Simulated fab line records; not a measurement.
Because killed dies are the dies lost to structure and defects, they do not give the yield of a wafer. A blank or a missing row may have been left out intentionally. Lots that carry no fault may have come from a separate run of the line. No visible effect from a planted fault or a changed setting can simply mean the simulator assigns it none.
fab line records	flow rit-cmos
[record] lots = 5	wafers = 15	last-day = 7
route steps=202 shown PLDD@116 SPACER@125 M1@202
lots with no fault: from the same line, run without faults
start-h: the number of hours between the record's first day and the start of the first shown wafer of the lot	wait-h: time in hours since the lot's previous step	" repeats the value in the row above	L1.1+2: one row covering several wafers at once	- either no value or no given start	* or withheld: withheld	< > ~ a bound
route shown NAME@n: NAME is a module with steps in the file, n the number in the route of the first one	usual: mean/standard deviation of fault-free wafers	same: alike in all rows	chamber/n: place in a boat	sites: each site's reading	_std_site: how widely they spread, as a standard deviation	_edge_site: mean of outer sites minus mean of inner sites	radius-mm: for every site, how far away it sits from the centre of the wafer	mask NAME#n: copy n	behind: the most recent tool/chamber to have shaped the wafer	hold: what put the lot on hold/how long, in hours/how the hold closed	device: which transistor (n, p or np) failed to switch	end of line: the tests these same wafers got at the end of their route	step lacking rows: just its recipe	killed: not the wafer's yield, but the dies lost to structure and defects at the first sort	map: a wafer's dies, x killed, . not, _ none there
set.NAME: the run value of the setting; set.NAME@STEP: its run value at that earlier step	model.NAME: the simulator's own value behind a step, which no gauge read
certain route steps with their lots: each step a table, each wafer a row
services: the hour from which a tool's chamber was out of use, counted from the record's first day as start-h (under 0 if before that day), plus the number of hours and why
[[steps]]
[step RIT_PLDD_SOFTBAKE_02]
[recipe] resist = NOVOLAK	temp-c = 90	time-s = 60
[step RIT_PLDD_EXPOSE_03]
[recipe] mask-id = M8	na = 0.57	target-cd-nm = 40900	dose-mj = 250
[step RIT_PLDD_PEB_04]
[recipe] resist = NOVOLAK	temp-c = withheld	time-s = withheld
[step RIT_PLDD_DEVELOP_05]
[recipe] resist = NOVOLAK	develop-time-s = 50	dev-temp-c = 23
[step RIT_PLDD_OVL_MEAS_06]
[usual] PLDD_OVL = 0.0/1.4
lot.wafer	tool	chamber	start-h	wait-h	PLDD_OVL[nm]
L894.3	overlay-01	-	53.42	-	0.3
L894.4	"	-	"	"	0.7
L894.5	"	-	"	"	1.5
L904.1	overlay-02	-	104.74	-	0.2
L904.2	"	-	"	"	1.8
L904.6	"	-	"	"	2.2
L905.1	overlay-02	-	108.83	-	-1.7
L905.4	"	-	"	"	-0.8
L905.6	"	-	"	"	-1.2
L907.1	overlay-01	-	118.58	-	2.2
L907.2	"	-	"	"	0.4
L907.6	"	-	"	"	0.9
L912.3	overlay-02	-	146.15	-	-1.6
L912.5	"	-	"	"	-0.1
L912.6	"	-	"	"	-0.1
[step RIT_PLDD_HARDBAKE_07]
[recipe] resist = NOVOLAK	temp-c = 140	time-s = 60
[step RIT_PLDD_IMPLANT_08]
[recipe] species = BF2	energy-kev = 20	dose-cm2 = 9.189e+14	tilt-deg = 7
[step RIT_PLDD_STRIP_09]
[recipe] chemistry = O2	time-s = 180	resist = NOVOLAK	platen-temp-c = withheld	power-w = 500	pressure-mtorr = 4000	o2-flow-sccm = 4000
[usual] drypump-motor-current-A = 5.5/0.49	rf-refl-power-W = 6.7/1.7
lot.wafer	tool	chamber	start-h	wait-h	drypump-motor-current-A	rf-hours-counter-h	rf-refl-power-W
L894.3	plasma-asher-02	1	53.80	0.1	5.2	-	5.4
L894.4	"	0	"	"	5.2	-	4.4
L894.5	"	0	"	"	5.2	-	4.7
L904.1	plasma-asher-02	0	105.09	0.1	5.2	48	4.8
L904.2	"	1	"	"	5.2	48	5.6
L904.6	"	0	"	"	5.2	-	4.7
L905.1	plasma-asher-03	1	109.17	0.1	5.7	33	7.5
L905.4	"	1	"	"	5.7	-	7.9
L905.6	"	0	"	"	6.5	-	7.9
L907.1	plasma-asher-03	1	118.92	0.1	5.7	34	7.5
L907.2	"	0	"	"	6.6	34	8.2
L907.6	"	0	"	"	6.5	-	8.1
L912.3	plasma-asher-01	1	146.54	0.1	5.2	-	9.8
L912.5	"	1	"	"	5.2	-	9.5
L912.6	"	0	"	"	5.3	-	6.8
[step RIT_PLDD_TW_MEAS_10]
[usual] PLDD_TW = 2345/14
lot.wafer	tool	chamber	start-h	wait-h	PLDD_TW
L894.3	film-metro-03	-	53.94	0.1	2342
L894.4	"	-	"	"	2336
L894.5	"	-	"	"	2336
L904.1	film-metro-01	-	105.26	0.1	2340
L904.2	"	-	"	"	2346
L904.6	"	-	"	"	2332
L905.1	film-metro-01	-	109.34	0.1	2341
L905.4	"	-	"	"	2332
L905.6	"	-	"	"	2352
L907.1	film-metro-03	-	119.09	0.1	2333
L907.2	"	-	"	"	2321
L907.6	"	-	"	"	2331
L912.3	film-metro-03	-	146.67	0.1	2353
L912.5	"	-	"	"	2341
L912.6	"	-	"	"	2348
[step RIT_SPACER_CLEAN_00]
[recipe] chemistry = SC1	mix = 3:3:50	time-s = 600	temp-c = 75
[step RIT_SPACER_CLEAN_01]
[recipe] chemistry = dHF	dilution = 50:1	time-s = 30
[step RIT_SPACER_CLEAN_02]
[recipe] chemistry = SC2	mix = 3:3:50	time-s = 600	temp-c = 75	dry = n2-spin
[step RIT_SPACER_CVD_03]
[recipe] material = Si3N4	target-thk-nm = 250	temp-c = 810	precursor = SiH2Cl2/NH3	time-s = 3300	pressure-mtorr = 300	sih2cl2-flow-sccm = 60	nh3-flow-sccm = 150
[usual] spike-tc-load-C = 832.9/1.8	susceptor-temp-C = 809.9/0.39
lot.wafer	tool	chamber	start-h	wait-h	spike-tc-load-C	susceptor-temp-C
L894.3	lpcvd-02	0	54.38	0.0	834.2	809.6
L894.4	"	0	"	"	834.0	809.5
L894.5	"	0	"	"	835.9	809.3
L904.1	lpcvd-02	1	105.74	0.0	828.1	809.5
L904.2	"	1	"	"	830.9	809.9
L904.6	"	1	"	"	830.3	810.0
L905.1	lpcvd-02	0	111.65	1.8	834.7	810.3
L905.4	"	0	"	"	834.0	810.3
L905.6	"	0	"	"	833.2	810.1
L907.1	lpcvd-02	0	121.55	2.0	834.9	809.8
L907.2	"	0	"	"	832.9	809.7
L907.6	"	0	"	"	834.2	809.6
L912.3	lpcvd-02	0	148.77	1.7	834.3	810.8
L912.5	"	0	"	"	833.8	810.6
L912.6	"	0	"	"	833.7	810.2
[step RIT_SPACER_THK_MEAS_04]
[recipe] reads = Si3N4_of_SPACER_CVD_03
[usual] SPACER_NITRIDE_THK = 249.1/2
lot.wafer	tool	chamber	start-h	wait-h	SPACER_NITRIDE_THK[nm]
L894.3	film-metro-03	-	57.27	0.0	251.3
L894.4	"	-	"	"	251.5
L894.5	"	-	"	"	252.7
L904.1	film-metro-04	-	108.61	0.0	244.8
L904.2	"	-	"	"	242.9
L904.6	"	-	"	"	242.1
L905.1	film-metro-03	-	113.56	0.0	246.7
L905.4	"	-	"	"	247.9
L905.6	"	-	"	"	246.2
L907.1	film-metro-04	-	124.42	0.0	247.5
L907.2	"	-	"	"	246.3
L907.6	"	-	"	"	249.2
L912.3	film-metro-04	-	150.71	0.0	249.6
L912.5	"	-	"	"	246.7
L912.6	"	-	"	"	246.5
[step RIT_SPACER_ETCHBACK_05]
[recipe] target-depth-a = 2500	SF6_flow_sccm = 30	CHF3_flow_sccm = 30	target = Si3N4	chemistry = SF6/CHF3	pressure-mtorr = 40	rf-w = 250	time-s = 240	stop-on = SiO2
[usual] drypump-motor-current-A = 5.8/0.39	oes-product-au = 0.842/0.015	throttle-valve-pct = 10.24/0.13
lot.wafer	tool	chamber	start-h	wait-h	drypump-motor-current-A	oes-product-au	rf-hours-counter-h	throttle-valve-pct
L894.3	rie-diel-04	2	57.31	0.0	6.6	0.844	102	10.25
L894.4	"	3	"	"	5.4	0.842	25	10.23
L894.5	"	0	"	"	6.1	0.856	-	10.27
L904.1	rie-diel-04	1	108.67	0.1	5.5	0.815	119	10.23
L904.2	"	2	"	"	6.6	0.822	103	10.21
L904.6	"	2	"	"	6.6	0.826	-	10.22
L905.1	rie-diel-03	3	113.62	0.1	5.9	0.850	2	10.16
L905.4	"	2	"	"	5.9	0.849	60	10.41
L905.6	"	3	"	"	5.9	0.854	-	10.16
L907.1	rie-diel-04	1	124.48	0.1	5.5	0.806	119	10.22
L907.2	"	3	"	"	5.4	0.821	26	10.24
L907.6	"	2	"	"	6.6	0.834	-	10.24
L912.3	rie-diel-04	3	150.75	0.0	5.4	0.836	26	10.26
L912.5	"	1	"	"	5.5	0.818	-	10.23
L912.6	"	2	"	"	6.6	0.834	-	10.22
[step RIT_M1_PROBE_99]
[usual] killed-at-contacts = 0.1/0.31	killed-at-front-end = 6.3/3	killed-dies = 6.4/3	killed-open = 3/1.9	killed-short = 3.4/1.9
[same] gross-dies = 264	killed_at_M0_to_M3 = 0	killed_at_M4_up = 0	killed-at-back-side = 0	killed-at-other = 0
lot.wafer	tool	chamber	start-h	wait-h	killed-at-contacts	killed-at-front-end	killed-dies	killed-open	killed-short
L912.3	prober-01	-	162.02	0.2	0	7	7	4	3
L912.5	prober-01	-	162.12	0.2	0	7	7	5	2
L912.6	prober-01	-	162.17	0.2	1	4	5	1	4
// killed by level:class
L912.3 GATE:geometric-particle:open=1 GATE:geometric-particle:short=1 REOX:geometric-particle:open=1 REOX:geometric-particle:short=1 SPACER:geometric-particle:short=1 SPACER:geometric-particle:open=1 SILICIDE:geometric-particle:open=1
L912.5 FOX1:geometric-particle:open=2 FOX1:geometric-particle:short=1 GATE:geometric-particle:open=1 REOX:geometric-particle:open=1 SPACER:geometric-particle:open=1 SILICIDE:geometric-particle:short=1
L912.6 SPACER:geometric-particle:short=2 ACTIVE:geometric-particle:short=1 GATE:geometric-particle:open=1 CONTACT:geometric-particle:short=1
[[services]]
tool	chamber	start-h	hours	kind
rie-diel-04	0	48.14	1.9	repair
plasma-asher-02	-	77.73	3.1	repair
rie-diel-04	0	85.20	5.6	repair
plasma-asher-01	-	98.54	2.8	pm
rie-diel-04	0	104.63	-	clean
rie-diel-04	0	104.63	23.6	scheduled-down
rie-diel-04	0	104.63	23.6	vent-cycle
plasma-asher-01	-	108.75	9.0	pm
plasma-asher-01	0	108.75	9.5	vent-cycle
plasma-asher-01	1	108.75	9.5	vent-cycle
plasma-asher-01	-	109.09	9.1	repair
rie-diel-04	1	115.23	7.2	repair
plasma-asher-01	0	117.75	-	clean
plasma-asher-01	1	117.75	-	clean
rie-diel-03	1	118.47	9.9	repair
rie-diel-03	0	125.87	4.4	repair
[[key]]
[first-sign] step = RIT_SPACER_THK_MEAS_04	reading = SPACER_NITRIDE_THK	direction = down	sigmas = 3	usual = 249.1	struck = 243.3
effect none on later readings
met-at RIT_SPACER_CVD_03
struck-wafers L904.1,L904.2,L904.6
tester-left-out L904
also-fits RIT_PLDD_STRIP_09:plasma-asher-02
[fault] kind = site-profile-drift	tool = lpcvd-02	chamber = 1	onset-h = 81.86	steps = RIT_SPACER_CVD_03	basis = fraction	max-abs-drift = 0.059194	slope-share-per-hr = 29.597	site-pattern = 0,0,0,0,0,-1,-1,-1,-1
// tester-left-out: of these lots the tester's yield and bins aren't shown, on N5 and GAA mostly nor the transistor test; their killed dies are dies lost to structure and defects alone, not to doping, threshold or leakage, so they don't give the yield
